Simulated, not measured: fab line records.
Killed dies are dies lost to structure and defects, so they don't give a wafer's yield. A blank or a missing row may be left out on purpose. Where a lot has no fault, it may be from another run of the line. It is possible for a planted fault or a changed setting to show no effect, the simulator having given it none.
What tool caused it?    flow berkeley-cmos170    route of 331 steps, sampled at 1 step: 7 lots, 21 wafers

== WHAT THE GAUGES SHOWED, per wafer ==
UCB170_NSD_TW_MEAS_10.
lot   measured      on             NSD_TW
L711  day 7 14:59   film-metro-04  4180 4197 4195
L709  day 7 15:29   film-metro-04  4181 4193 4163
L718  day 9 06:18   film-metro-02  4196 4208 4193
L724  day 9 22:51   film-metro-02  4207 4215 4221
L722  day 10 06:32  film-metro-04  4146 4157 4168
L726  day 11 07:56  film-metro-03  4222 4231 4241
L728  day 11 09:04  film-metro-04  4159 4144 4158

== TOOL THAT RAN EACH LOT (tool first, then ch and the chambers of the sampled wafers, then the start) ==
Before these readings, the record contains no process step.

== THE ANSWER, worked out from the rows above alone ==
Rule: the lots themselves supply what counts as usual. The widest of any qualifying gaps counts: lots, ordered by their means at a reading, are off when they make up no more than a third of the lots, leave a main group of 4 or more, and stand apart from it by 3 or more times the standard deviation of that group's means. The tables above print the reading to a certain number of digits; a main group whose means all agree to those digits is not used. Also off: a lot with no number at a reading for which 4 or more lots have one. Any other lot the step has rows for is counted as sound.
Across all readings shown, no lot is off: no conclusion can be drawn from this.

== WHAT THE SIMULATOR HAD PUT IN ==
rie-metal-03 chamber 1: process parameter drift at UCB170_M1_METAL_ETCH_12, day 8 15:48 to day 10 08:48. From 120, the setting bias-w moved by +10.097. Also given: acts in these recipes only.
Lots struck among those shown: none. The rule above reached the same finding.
